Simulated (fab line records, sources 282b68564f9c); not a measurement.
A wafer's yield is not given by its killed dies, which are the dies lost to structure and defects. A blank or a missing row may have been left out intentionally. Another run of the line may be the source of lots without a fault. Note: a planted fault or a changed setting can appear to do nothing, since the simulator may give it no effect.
Which tool was responsible?	flow rit-cmos	13 lots, 39 wafers sampled, at 6 steps of a route of 202

## WHAT EACH GAUGE READ, for each wafer
RIT_GATE_THK_MEAS_07. Usual: GATE_OXIDE_THK 3.03 nm, standard deviation 0.06.
lot	measured	on	GATE_OXIDE_THK (nm)	flag
L745	day 2 09:43	film-metro-02	3.05 3.10 3.03	
L746	day 2 15:49	film-metro-01	3.01 3.03 2.99	
L747	day 2 19:43	film-metro-02	3.07 3.03 3.14	
L748	day 3 01:07	film-metro-01	2.96 2.99 2.93	
L749	day 3 05:17	film-metro-03	2.99 3.05 2.96	
L750	day 3 10:20	film-metro-03	2.99 3.02 2.92	
L754	day 4 06:23	film-metro-02	2.99 3.12 2.93	
L758	day 5 02:32	film-metro-03	3.03 2.98 3.02	
L760	day 5 12:31	film-metro-03	3.08 3.07 3.09	
L762	day 6 00:40	film-metro-01	3.07 3.02 3.07	
L764	day 6 08:34	film-metro-01	3.05 3.10 2.99	
L767	day 7 00:18	film-metro-03	3.05 2.95 3.06	
L768	day 7 09:32	film-metro-02	3.13 3.09 3.17	

RIT_M1_RS_MEAS_01: uses a four-point probe to measure. Usual: M1_AL_RS 0.0735 ohm/sq, standard deviation 0.0011.
lot	measured	on	M1_AL_RS (ohm/sq)	flag
L745	day 3 05:01	film-metro-02	0.0725 0.0723 0.0741	
L746	day 3 10:48	film-metro-03	0.0734 0.0736 0.0737	
L747	day 3 14:49	film-metro-04	0.0729 0.0715 0.0734	
L748	day 3 20:12	film-metro-02	0.0733 0.0734 0.0734	
L749	day 4 00:22	film-metro-03	0.0735 0.0720 0.0738	
L750	day 4 06:34	film-metro-04	0.0733 0.0741 0.0742	
L754	day 5 02:53	film-metro-02	0.0746 0.0696 0.0738	
L758	day 5 23:07	film-metro-03	0.0729 0.0720 0.0725	
L760	day 6 07:40	film-metro-03	0.0730 0.0715 0.0719	
L762	day 6 19:20	film-metro-02	0.0730 0.0728 0.0738	
L764	day 7 03:28	film-metro-02	0.0711 0.0715 0.0724	
L767	day 7 21:16	film-metro-03	0.0715 0.0712 0.0726	
L768	day 8 04:55	film-metro-03	0.0742 0.0735 0.0732	

RIT_M1_THK_MEAS_02: measures by xrf. Usual: M1_AL_THK 399 nm, standard deviation 6.5.
lot	measured	on	M1_AL_THK (nm)	flag
L745	day 3 05:07	film-metro-02	404 406 394	
L746	day 3 10:54	film-metro-03	403 400 400	
L747	day 3 14:56	film-metro-04	401 411 398	
L748	day 3 20:19	film-metro-02	398 395 397	
L749	day 4 00:27	film-metro-03	401 409 400	
L750	day 4 06:41	film-metro-04	399 395 394	
L754	day 5 03:00	film-metro-02	390 419 393	
L758	day 5 23:14	film-metro-03	405 413 408	
L760	day 6 07:46	film-metro-03	405 412 408	
L762	day 6 19:26	film-metro-02	401 402 395	
L764	day 7 03:34	film-metro-02	411 409 406	
L767	day 7 21:23	film-metro-03	410 413 407	
L768	day 8 05:01	film-metro-03	396 398 401	

RIT_M1_CD_MEAS_09: target cd 2600 nm. Usual: cd-nm 2599.7 nm, standard deviation 2.
lot	measured	on	cd-nm (nm)	flag
L745	day 3 06:04	cd-sem-02	2598.7 2600.0 2601.1	
L746	day 3 11:52	cd-sem-02	2599.2 2600.9 2600.4	
L747	day 3 15:52	cd-sem-02	2600.2 2599.1 2600.3	
L748	day 3 21:23	cd-sem-02	2597.8 2597.4 2595.7	
L749	day 4 01:25	cd-sem-02	2601.4 2602.9 2601.0	
L750	day 4 07:50	cd-sem-01	2602.2 2600.7 2599.0	
L754	day 5 03:56	cd-sem-02	2602.1 2600.5 2601.8	
L758	day 6 00:18	cd-sem-02	2595.7 2595.0 2596.0	
L760	day 6 08:50	cd-sem-02	2597.4 2599.1 2597.5	
L762	day 6 20:24	cd-sem-01	2602.6 2603.0 2604.5	
L764	day 7 04:38	cd-sem-02	2598.1 2598.0 2599.0	
L767	day 7 22:19	cd-sem-02	2600.5 2599.6 2598.8	
L768	day 8 05:58	cd-sem-02	2599.2 2597.8 2598.5	

RIT_M1_BOW_MEAS_16. Usual: M1_BOW 17 um, standard deviation 5.9.
lot	measured	on	M1_BOW (um)	flag
L745	day 3 08:37	film-metro-03	11 24 16	
L746	day 3 14:24	film-metro-03	12 21 22	
L747	day 3 18:25	film-metro-03	9 18 17	
L748	day 3 23:55	film-metro-04	12 19 16	
L749	day 4 03:59	film-metro-03	13 17 27	
L750	day 4 10:23	film-metro-02	1 22 15	
L754	day 5 06:29	film-metro-03	12 8 22	
L758	day 6 02:51	film-metro-03	13 6 1	
L760	day 6 11:23	film-metro-02	28 15 11	
L762	day 6 23:06	film-metro-04	21 21 15	
L764	day 7 07:23	film-metro-04	22 9 22	
L767	day 8 01:01	film-metro-02	28 26 27	
L768	day 8 08:59	film-metro-04	11 15 16	

## WHICH TOOL RAN EACH LOT (tool, then ch and the chambers of the sampled wafers, then the start)
lot	RIT_M1_SPUTTER_00
L745	pvd-sputter-04, day 3 04:41
L746	pvd-sputter-02, day 3 10:28
L747	pvd-sputter-04, day 3 14:31
L748	pvd-sputter-02, day 3 19:54
L749	pvd-sputter-04, day 4 00:01
L750	pvd-sputter-02, day 4 06:16
L754	pvd-sputter-02, day 5 02:34
L758	pvd-sputter-04, day 5 22:49
L760	pvd-sputter-04, day 6 07:19
L762	pvd-sputter-04, day 6 19:00
L764	pvd-sputter-04, day 7 03:07
L767	pvd-sputter-04, day 7 20:58
L768	pvd-sputter-02, day 8 04:34
- RIT_M1_SPUTTER_00: material Al, target thk 400 nm, time 500 s.

## WHAT THE TOOLS THEMSELVES READ (means of the sampled wafers that have a number; where no wafer has one, the mark that the record gives instead)
RIT_M1_SPUTTER_00. Usual: cathode-dc-power-W 2000.0 W, standard deviation 0.35; throttle-valve-pct 29.4 %, standard deviation 1.1.
lot	tool	cathode-dc-power-W (W)	throttle-valve-pct (%)	flag
L745	pvd-sputter-04	1999.5	28.2	
L746	pvd-sputter-02	1999.8	29.8	
L747	pvd-sputter-04	1999.8	29.0	
L748	pvd-sputter-02	2000.0	30.5	
L749	pvd-sputter-04	2000.0	29.4	
L750	pvd-sputter-02	1999.9	29.5	
L754	pvd-sputter-02	2043.3	29.6	OFF
L758	pvd-sputter-04	2000.3	28.8	
L760	pvd-sputter-04	2000.0	28.4	
L762	pvd-sputter-04	1999.5	29.1	
L764	pvd-sputter-04	1999.7	29.2	
L767	pvd-sputter-04	2000.1	28.2	
L768	pvd-sputter-02	1999.9	29.8	

## THE ANSWER, worked out from the rows above alone
Rule: a lot is off if the mean of its wafers that have a number lies more than 3 standard deviations from the usual mean. A lot without any number at a reading at which 4 lots or more have one is off too. The other lots that the step has rows for count as sound. The gauges are gone through in route order, then the tools' own readings, and for those a lot's mean is taken as printed above. At the first step where some lot is off, the reading lying furthest off is the one used; lots without a number count as furthest.
Off: L754 (RIT_M1_SPUTTER_00, cathode-dc-power-W).
If a tool, at that step or one of the process steps before it, ran each lot that is off and ran no sound lot following the first of them, it fits. Of those tried, none fits.

## WHAT WAS PUT IN BY THE SIMULATOR
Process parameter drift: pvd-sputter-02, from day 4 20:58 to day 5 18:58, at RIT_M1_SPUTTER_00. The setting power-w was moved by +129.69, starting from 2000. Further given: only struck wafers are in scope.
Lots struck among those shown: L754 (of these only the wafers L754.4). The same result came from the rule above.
